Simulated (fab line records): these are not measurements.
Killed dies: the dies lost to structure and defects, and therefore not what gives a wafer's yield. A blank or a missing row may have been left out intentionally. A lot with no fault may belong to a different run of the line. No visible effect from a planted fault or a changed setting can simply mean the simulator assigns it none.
fab line records || flow berkeley_cmos170
[record] {"lots": 6, "wafers": 18, "last_day": 12}
route steps=331 shown START@1 ZERO@6
lots untouched by any fault: they come from a run of this same line in which no faults occurred
start_h: start of the lot's first displayed wafer, in hours after the record's first day || wait_h: hours elapsed since this lot's preceding step || " unchanged from the row above || L1.1+2: one row covering several wafers at once || - no value, or no start given || * or withheld: withheld || < > ~ a bound
route shown NAME@n: a module of which the file shows steps, and the number in the route of the first || usual: average and standard deviation across the fault-free wafers || same: alike in all rows || chamber/n: place in a boat || sites: per-site readings || _std_site: how widely they spread, as a standard deviation || _edge_site: mean of outer sites minus mean of inner sites || radius_mm: for every site, how far away it sits from the centre of the wafer || mask NAME#n: copy n || behind: the last tool/chamber to shape the wafer || hold: reason for holding the lot/hours on hold/outcome of the hold || device: transistor that didn't switch, given as n, p or np || end of line: the tests these same wafers got at the end of their route || step lacking rows: just its recipe || killed: not the wafer's yield, but the dies lost to structure and defects at the first sort || map: a wafer's dies, x killed, . not, _ none there
set.NAME: setting as actually run; set.NAME@STEP: the setting as run at that earlier step || model.NAME: the simulator's own value behind a step, which no gauge read
lots seen at some steps along the route; tables by step, rows by wafer
services: from which hour (start_h, from the record's first day; less than 0 if before it) a tool's chamber was out of use, for how many hours, and why
[[steps]]
[step UCB170_START_BOW_MEAS_00]
[recipe] {"mode": "bow"}
[usual] {"INCOMING_BOW": "-1/5.9"}
{"lot.wafer": "L658.1", "tool": "film_metro-03", "chamber": "-", "start_h": 20.00, "wait_h": "-", "INCOMING_BOW[um]": -1}
{"lot.wafer": "L658.3", "tool": "film_metro-03", "chamber": "-", "start_h": 20.00, "wait_h": "-", "INCOMING_BOW[um]": 1}
{"lot.wafer": "L658.6", "tool": "film_metro-03", "chamber": "-", "start_h": 20.00, "wait_h": "-", "INCOMING_BOW[um]": -2}
{"lot.wafer": "L663.1", "tool": "film_metro-03", "chamber": "-", "start_h": 45.00, "wait_h": "-", "INCOMING_BOW[um]": -5}
{"lot.wafer": "L663.2", "tool": "film_metro-03", "chamber": "-", "start_h": 45.00, "wait_h": "-", "INCOMING_BOW[um]": 3}
{"lot.wafer": "L663.5", "tool": "film_metro-03", "chamber": "-", "start_h": 45.00, "wait_h": "-", "INCOMING_BOW[um]": -5}
{"lot.wafer": "L671.2", "tool": "film_metro-03", "chamber": "-", "start_h": 85.02, "wait_h": "-", "INCOMING_BOW[um]": 6}
{"lot.wafer": "L671.3", "tool": "film_metro-03", "chamber": "-", "start_h": 85.02, "wait_h": "-", "INCOMING_BOW[um]": -6}
{"lot.wafer": "L671.5", "tool": "film_metro-03", "chamber": "-", "start_h": 85.02, "wait_h": "-", "INCOMING_BOW[um]": -6}
{"lot.wafer": "L672.1", "tool": "film_metro-02", "chamber": "-", "start_h": 90.33, "wait_h": "-", "INCOMING_BOW[um]": -7}
{"lot.wafer": "L672.2", "tool": "film_metro-02", "chamber": "-", "start_h": 90.33, "wait_h": "-", "INCOMING_BOW[um]": -6}
{"lot.wafer": "L672.4", "tool": "film_metro-02", "chamber": "-", "start_h": 90.33, "wait_h": "-", "INCOMING_BOW[um]": 1}
{"lot.wafer": "L676.2", "tool": "film_metro-02", "chamber": "-", "start_h": 110.02, "wait_h": "-", "INCOMING_BOW[um]": 1}
{"lot.wafer": "L676.3", "tool": "film_metro-02", "chamber": "-", "start_h": 110.02, "wait_h": "-", "INCOMING_BOW[um]": -12}
{"lot.wafer": "L676.4", "tool": "film_metro-02", "chamber": "-", "start_h": 110.02, "wait_h": "-", "INCOMING_BOW[um]": -2}
{"lot.wafer": "L678.1", "tool": "film_metro-01", "chamber": "-", "start_h": 120.05, "wait_h": "-", "INCOMING_BOW[um]": -6}
{"lot.wafer": "L678.5", "tool": "film_metro-01", "chamber": "-", "start_h": 120.05, "wait_h": "-", "INCOMING_BOW[um]": 5}
{"lot.wafer": "L678.6", "tool": "film_metro-01", "chamber": "-", "start_h": 120.05, "wait_h": "-", "INCOMING_BOW[um]": -1}
[step UCB170_START_CLEAN_01]
[recipe] {"chemistry": "dHF", "dilution": "25:1", "time_s": 60}
[step UCB170_START_OXIDATION_02]
[recipe] {"temp_c": 950, "ambient": "O2", "target_thk_a": 200, "ox_time_s": 1800}
[step UCB170_START_THK_MEAS_03]
[recipe] {"reads": "SiO2_of_START_OXIDATION_02"}
[usual] {"START_OXIDE_THK": "20.0/0.37"}
{"lot.wafer": "L658.1", "tool": "film_metro-01", "chamber": "-", "start_h": 22.73, "wait_h": 0.0, "START_OXIDE_THK[nm]": 20.3}
{"lot.wafer": "L658.3", "tool": "film_metro-01", "chamber": "-", "start_h": 22.73, "wait_h": 0.0, "START_OXIDE_THK[nm]": 19.8}
{"lot.wafer": "L658.6", "tool": "film_metro-01", "chamber": "-", "start_h": 22.73, "wait_h": 0.0, "START_OXIDE_THK[nm]": 20.3}
{"lot.wafer": "L663.1", "tool": "film_metro-03", "chamber": "-", "start_h": 49.31, "wait_h": 0.0, "START_OXIDE_THK[nm]": 19.8}
{"lot.wafer": "L663.2", "tool": "film_metro-03", "chamber": "-", "start_h": 49.31, "wait_h": 0.0, "START_OXIDE_THK[nm]": 20.3}
{"lot.wafer": "L663.5", "tool": "film_metro-03", "chamber": "-", "start_h": 49.31, "wait_h": 0.0, "START_OXIDE_THK[nm]": 20.5}
{"lot.wafer": "L671.2", "tool": "film_metro-01", "chamber": "-", "start_h": 91.42, "wait_h": 0.0, "START_OXIDE_THK[nm]": 19.9}
{"lot.wafer": "L671.3", "tool": "film_metro-01", "chamber": "-", "start_h": 91.42, "wait_h": 0.0, "START_OXIDE_THK[nm]": 19.7}
{"lot.wafer": "L671.5", "tool": "film_metro-01", "chamber": "-", "start_h": 91.42, "wait_h": 0.0, "START_OXIDE_THK[nm]": 20.0}
{"lot.wafer": "L672.1", "tool": "film_metro-03", "chamber": "-", "start_h": 95.10, "wait_h": 0.0, "START_OXIDE_THK[nm]": 19.6}
{"lot.wafer": "L672.2", "tool": "film_metro-03", "chamber": "-", "start_h": 95.10, "wait_h": 0.0, "START_OXIDE_THK[nm]": 19.7}
{"lot.wafer": "L672.4", "tool": "film_metro-03", "chamber": "-", "start_h": 95.10, "wait_h": 0.0, "START_OXIDE_THK[nm]": 19.8}
{"lot.wafer": "L676.2", "tool": "film_metro-03", "chamber": "-", "start_h": 114.72, "wait_h": 0.0, "START_OXIDE_THK[nm]": 19.7}
{"lot.wafer": "L676.3", "tool": "film_metro-03", "chamber": "-", "start_h": 114.72, "wait_h": 0.0, "START_OXIDE_THK[nm]": 19.8}
{"lot.wafer": "L676.4", "tool": "film_metro-03", "chamber": "-", "start_h": 114.72, "wait_h": 0.0, "START_OXIDE_THK[nm]": 19.8}
{"lot.wafer": "L678.1", "tool": "film_metro-03", "chamber": "-", "start_h": 124.48, "wait_h": 0.0, "START_OXIDE_THK[nm]": 20.3}
{"lot.wafer": "L678.5", "tool": "film_metro-03", "chamber": "-", "start_h": 124.48, "wait_h": 0.0, "START_OXIDE_THK[nm]": 20.5}
{"lot.wafer": "L678.6", "tool": "film_metro-03", "chamber": "-", "start_h": 124.48, "wait_h": 0.0, "START_OXIDE_THK[nm]": 20.2}
[step UCB170_START_ANNEAL_04]
[recipe] {"temp_c": 950, "time_s": 1200, "ambient": "N2"}
[step UCB170_ZERO_HMDS_00]
[recipe] {"prime_time_s": 60, "prime_temp_c": 100}
[step UCB170_ZERO_COAT_01]
[recipe] {"resist": "KrF", "spin_rpm": 1500, "resist_thk_nm": 900}
[step UCB170_ZERO_SOFTBAKE_02]
[recipe] {"resist": "KrF", "temp_c": 130, "time_s": 60}
[step UCB170_ZERO_EXPOSE_03]
[recipe] {"mask_id": "PM_MARKS", "na": 0.5, "sigma_outer": 0.6, "source_shape": "conventional", "target_cd_nm": 4000, "dose_mj": 30}
[step UCB170_ZERO_PEB_04]
[recipe] {"peb_temp_c": 130, "peb_time_s": "withheld", "resist": "KrF"}
[step UCB170_ZERO_DEVELOP_05]
[recipe] {"developer": "TMAH", "develop_time_s": 45, "resist": "KrF", "dev_temp_c": 21}
[step UCB170_ZERO_ETCH_06]
[recipe] {"chemistry": "CHF3/CF4/Ar", "target": "SiO2", "time_s": 12, "pressure_mtorr": 100, "rf_w": 500, "CHF3_flow_sccm": 50, "cf4_flow_sccm": 10, "Ar_flow_sccm": 120, "over_etch_frac": 1.58}
[usual] {"drypump_motor_current_A": "5.8/0.44", "oes_product_au": "0.620/0.0086", "throttle_valve_pct": "9.23/0.17"}
{"lot.wafer": "L658.1", "tool": "rie_diel-02", "chamber": 0, "start_h": 26.52, "wait_h": "-", "drypump_motor_current_A": 6.4, "oes_product_au": 0.613, "rf_hours_counter_h": 99, "throttle_valve_pct": 9.09}
{"lot.wafer": "L658.3", "tool": "rie_diel-02", "chamber": 3, "start_h": 26.52, "wait_h": "-", "drypump_motor_current_A": 5.7, "oes_product_au": 0.613, "rf_hours_counter_h": 133, "throttle_valve_pct": 9.60}
{"lot.wafer": "L658.6", "tool": "rie_diel-02", "chamber": 3, "start_h": 26.52, "wait_h": "-", "drypump_motor_current_A": 5.7, "oes_product_au": 0.607, "rf_hours_counter_h": "-", "throttle_valve_pct": 9.63}
{"lot.wafer": "L663.1", "tool": "rie_diel-03", "chamber": 2, "start_h": 54.24, "wait_h": "-", "drypump_motor_current_A": 5.0, "oes_product_au": 0.609, "rf_hours_counter_h": 70, "throttle_valve_pct": 9.20}
{"lot.wafer": "L663.2", "tool": "rie_diel-03", "chamber": 0, "start_h": 54.24, "wait_h": "-", "drypump_motor_current_A": 5.8, "oes_product_au": 0.620, "rf_hours_counter_h": 28, "throttle_valve_pct": 9.25}
{"lot.wafer": "L663.5", "tool": "rie_diel-03", "chamber": 1, "start_h": 54.24, "wait_h": "-", "drypump_motor_current_A": 5.7, "oes_product_au": 0.617, "rf_hours_counter_h": "-", "throttle_valve_pct": 9.06}
{"lot.wafer": "L672.1", "tool": "rie_diel-03", "chamber": 1, "start_h": 97.93, "wait_h": "-", "drypump_motor_current_A": 5.8, "oes_product_au": 0.751, "rf_hours_counter_h": 109, "throttle_valve_pct": 9.06}
{"lot.wafer": "L672.2", "tool": "rie_diel-03", "chamber": 2, "start_h": 97.93, "wait_h": "-", "drypump_motor_current_A": 5.0, "oes_product_au": 0.734, "rf_hours_counter_h": 71, "throttle_valve_pct": 9.25}
{"lot.wafer": "L672.4", "tool": "rie_diel-03", "chamber": 3, "start_h": 97.93, "wait_h": "-", "drypump_motor_current_A": 6.4, "oes_product_au": 0.733, "rf_hours_counter_h": "-", "throttle_valve_pct": 9.00}
{"lot.wafer": "L671.2", "tool": "rie_diel-04", "chamber": 1, "start_h": 98.21, "wait_h": "-", "drypump_motor_current_A": 5.9, "oes_product_au": 0.627, "rf_hours_counter_h": 61, "throttle_valve_pct": 9.12}
{"lot.wafer": "L671.3", "tool": "rie_diel-04", "chamber": 2, "start_h": 98.21, "wait_h": "-", "drypump_motor_current_A": 5.4, "oes_product_au": 0.625, "rf_hours_counter_h": 16, "throttle_valve_pct": 9.43}
{"lot.wafer": "L671.5", "tool": "rie_diel-04", "chamber": 1, "start_h": 98.21, "wait_h": "-", "drypump_motor_current_A": 5.9, "oes_product_au": 0.622, "rf_hours_counter_h": "-", "throttle_valve_pct": 9.13}
{"lot.wafer": "L676.2", "tool": "rie_diel-03", "chamber": 0, "start_h": 119.43, "wait_h": "-", "drypump_motor_current_A": 5.7, "oes_product_au": 0.747, "rf_hours_counter_h": 30, "throttle_valve_pct": 9.26}
{"lot.wafer": "L676.3", "tool": "rie_diel-03", "chamber": 1, "start_h": 119.43, "wait_h": "-", "drypump_motor_current_A": 5.7, "oes_product_au": 0.749, "rf_hours_counter_h": 110, "throttle_valve_pct": 9.04}
{"lot.wafer": "L676.4", "tool": "rie_diel-03", "chamber": 2, "start_h": 119.43, "wait_h": "-", "drypump_motor_current_A": 4.9, "oes_product_au": 0.739, "rf_hours_counter_h": 72, "throttle_valve_pct": 9.24}
{"lot.wafer": "L678.1", "tool": "rie_diel-02", "chamber": 3, "start_h": 130.11, "wait_h": "-", "drypump_motor_current_A": 5.8, "oes_product_au": 0.609, "rf_hours_counter_h": 138, "throttle_valve_pct": 9.62}
{"lot.wafer": "L678.5", "tool": "rie_diel-02", "chamber": 0, "start_h": 130.11, "wait_h": "-", "drypump_motor_current_A": 6.4, "oes_product_au": 0.616, "rf_hours_counter_h": "-", "throttle_valve_pct": 9.08}
{"lot.wafer": "L678.6", "tool": "rie_diel-02", "chamber": 2, "start_h": 130.11, "wait_h": "-", "drypump_motor_current_A": 5.3, "oes_product_au": 0.640, "rf_hours_counter_h": "-", "throttle_valve_pct": 9.18}
[step UCB170_ZERO_STRIP_07]
[recipe] {"chemistry": "O2", "power_w": 400, "pressure_mtorr": 3500, "platen_temp_c": "withheld", "o2_flow_sccm": 400, "overash_fraction": 0.5}
[usual] {"drypump_motor_current_A": "5.6/0.67", "oes_product_au": "0.727/0.004", "strip_time_to_endpoint_s": "21.49/0.072"}
{"lot.wafer": "L658.1", "tool": "plasma_asher-04", "chamber": 0, "start_h": 26.54, "wait_h": 0.0, "drypump_motor_current_A": 5.0, "oes_product_au": 0.722, "rf_hours_counter_h": 32, "strip_time_to_endpoint_s": 21.35}
{"lot.wafer": "L658.3", "tool": "plasma_asher-04", "chamber": 1, "start_h": 26.54, "wait_h": 0.0, "drypump_motor_current_A": 5.5, "oes_product_au": 0.723, "rf_hours_counter_h": "-", "strip_time_to_endpoint_s": 21.46}
{"lot.wafer": "L658.6", "tool": "plasma_asher-04", "chamber": 1, "start_h": 26.54, "wait_h": 0.0, "drypump_motor_current_A": 5.4, "oes_product_au": 0.723, "rf_hours_counter_h": "-", "strip_time_to_endpoint_s": 21.45}
{"lot.wafer": "L663.1", "tool": "plasma_asher-02", "chamber": 1, "start_h": 54.27, "wait_h": 0.0, "drypump_motor_current_A": 4.7, "oes_product_au": 0.730, "rf_hours_counter_h": 33, "strip_time_to_endpoint_s": 21.41}
{"lot.wafer": "L663.2", "tool": "plasma_asher-02", "chamber": 0, "start_h": 54.27, "wait_h": 0.0, "drypump_motor_current_A": 6.4, "oes_product_au": 0.729, "rf_hours_counter_h": 33, "strip_time_to_endpoint_s": 21.49}
{"lot.wafer": "L663.5", "tool": "plasma_asher-02", "chamber": 0, "start_h": 54.27, "wait_h": 0.0, "drypump_motor_current_A": 6.5, "oes_product_au": 0.725, "rf_hours_counter_h": "-", "strip_time_to_endpoint_s": 21.41}
{"lot.wafer": "L672.1", "tool": "plasma_asher-03", "chamber": 1, "start_h": 97.96, "wait_h": 0.0, "drypump_motor_current_A": 6.1, "oes_product_au": 0.726, "rf_hours_counter_h": 37, "strip_time_to_endpoint_s": 21.57}
{"lot.wafer": "L672.2", "tool": "plasma_asher-03", "chamber": 0, "start_h": 97.96, "wait_h": 0.0, "drypump_motor_current_A": 6.2, "oes_product_au": 0.731, "rf_hours_counter_h": 37, "strip_time_to_endpoint_s": 21.49}
{"lot.wafer": "L672.4", "tool": "plasma_asher-03", "chamber": 0, "start_h": 97.96, "wait_h": 0.0, "drypump_motor_current_A": 6.2, "oes_product_au": 0.724, "rf_hours_counter_h": "-", "strip_time_to_endpoint_s": 21.48}
{"lot.wafer": "L671.2", "tool": "plasma_asher-02", "chamber": 1, "start_h": 98.23, "wait_h": 0.0, "drypump_motor_current_A": 4.7, "oes_product_au": 0.720, "rf_hours_counter_h": 38, "strip_time_to_endpoint_s": 21.43}
{"lot.wafer": "L671.3", "tool": "plasma_asher-02", "chamber": 0, "start_h": 98.23, "wait_h": 0.0, "drypump_motor_current_A": 6.4, "oes_product_au": 0.728, "rf_hours_counter_h": "-", "strip_time_to_endpoint_s": 21.49}
{"lot.wafer": "L671.5", "tool": "plasma_asher-02", "chamber": 0, "start_h": 98.23, "wait_h": 0.0, "drypump_motor_current_A": 6.4, "oes_product_au": 0.723, "rf_hours_counter_h": "-", "strip_time_to_endpoint_s": 21.57}
{"lot.wafer": "L676.2", "tool": "plasma_asher-03", "chamber": 1, "start_h": 119.45, "wait_h": 0.0, "drypump_motor_current_A": 6.2, "oes_product_au": 0.721, "rf_hours_counter_h": 0, "strip_time_to_endpoint_s": 21.67}
{"lot.wafer": "L676.3", "tool": "plasma_asher-03", "chamber": 0, "start_h": 119.45, "wait_h": 0.0, "drypump_motor_current_A": 6.2, "oes_product_au": 0.725, "rf_hours_counter_h": "-", "strip_time_to_endpoint_s": 21.65}
{"lot.wafer": "L676.4", "tool": "plasma_asher-03", "chamber": 1, "start_h": 119.45, "wait_h": 0.0, "drypump_motor_current_A": 6.1, "oes_product_au": 0.725, "rf_hours_counter_h": "-", "strip_time_to_endpoint_s": 21.67}
{"lot.wafer": "L678.1", "tool": "plasma_asher-04", "chamber": 1, "start_h": 130.14, "wait_h": 0.0, "drypump_motor_current_A": 5.5, "oes_product_au": 0.720, "rf_hours_counter_h": 42, "strip_time_to_endpoint_s": 21.57}
{"lot.wafer": "L678.5", "tool": "plasma_asher-04", "chamber": 0, "start_h": 130.14, "wait_h": 0.0, "drypump_motor_current_A": 5.0, "oes_product_au": 0.726, "rf_hours_counter_h": "-", "strip_time_to_endpoint_s": 21.59}
{"lot.wafer": "L678.6", "tool": "plasma_asher-04", "chamber": 1, "start_h": 130.14, "wait_h": 0.0, "drypump_motor_current_A": 5.5, "oes_product_au": 0.726, "rf_hours_counter_h": "-", "strip_time_to_endpoint_s": 21.51}
[[services]]
{"tool": "plasma_asher-03", "chamber": "-", "start_h": 10.38, "hours": 3.3, "kind": "repair"}
{"tool": "plasma_asher-02", "chamber": "-", "start_h": 16.44, "hours": 1.4, "kind": "repair"}
{"tool": "rie_diel-03", "chamber": 2, "start_h": 26.46, "hours": 4.2, "kind": "repair"}
{"tool": "plasma_asher-02", "chamber": "-", "start_h": 38.14, "hours": 0.6, "kind": "repair"}
{"tool": "rie_diel-02", "chamber": "-", "start_h": 51.41, "hours": 0.7, "kind": "repair"}
{"tool": "plasma_asher-03", "chamber": "-", "start_h": 53.98, "hours": 3.3, "kind": "repair"}
{"tool": "rie_diel-03", "chamber": "-", "start_h": 61.56, "hours": 4.3, "kind": "pm"}
{"tool": "rie_diel-02", "chamber": 0, "start_h": 62.11, "hours": 4.4, "kind": "repair"}
{"tool": "rie_diel-04", "chamber": 1, "start_h": 86.75, "hours": 6.5, "kind": "repair"}
{"tool": "plasma_asher-02", "chamber": "-", "start_h": 87.94, "hours": 1.9, "kind": "repair"}
{"tool": "plasma_asher-04", "chamber": "-", "start_h": 94.13, "hours": 15.8, "kind": "repair"}
{"tool": "rie_diel-03", "chamber": 0, "start_h": 95.14, "hours": 6.9, "kind": "repair"}
{"tool": "plasma_asher-03", "chamber": "-", "start_h": 108.75, "hours": 9.0, "kind": "pm"}
{"tool": "plasma_asher-03", "chamber": 0, "start_h": 108.75, "hours": 9.0, "kind": "vent_cycle"}
{"tool": "plasma_asher-03", "chamber": 1, "start_h": 108.75, "hours": 9.0, "kind": "vent_cycle"}
{"tool": "rie_diel-02", "chamber": 1, "start_h": 117.27, "hours": 25.0, "kind": "repair"}
{"tool": "plasma_asher-03", "chamber": 0, "start_h": 117.75, "hours": "-", "kind": "clean"}
{"tool": "plasma_asher-03", "chamber": 1, "start_h": 117.75, "hours": "-", "kind": "clean"}
{"tool": "plasma_asher-02", "chamber": "-", "start_h": 125.29, "hours": 10.7, "kind": "pm"}
[[key]]
[first_sign] {"step": "UCB170_ZERO_ETCH_06", "reading": "oes_product_au", "direction": "up", "sigmas": 14, "usual": 0.620, "struck": 0.742}
effect none on later readings
met_at UCB170_ZERO_ETCH_06
struck_wafers L672.1,L672.2,L672.4,L676.2,L676.3,L676.4
tester_left_out L672,L676
onset_between 54.24 97.93
[fault] {"kind": "process_parameter_drift", "tool": "rie_diel-03", "chamber": "-", "onset_h": 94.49, "steps": "UCB170_ZERO_ETCH_06", "channel": "time_s", "offset": "*", "shape": "step", "end_h": 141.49, "acts_in": "*", "stated": "*"}
// tester_left_out: of these lots the tester's yield and bins aren't shown, on N5 and GAA mostly nor the transistor test; their killed dies are dies lost to structure and defects alone, not to doping, threshold or leakage, so they don't give the yield
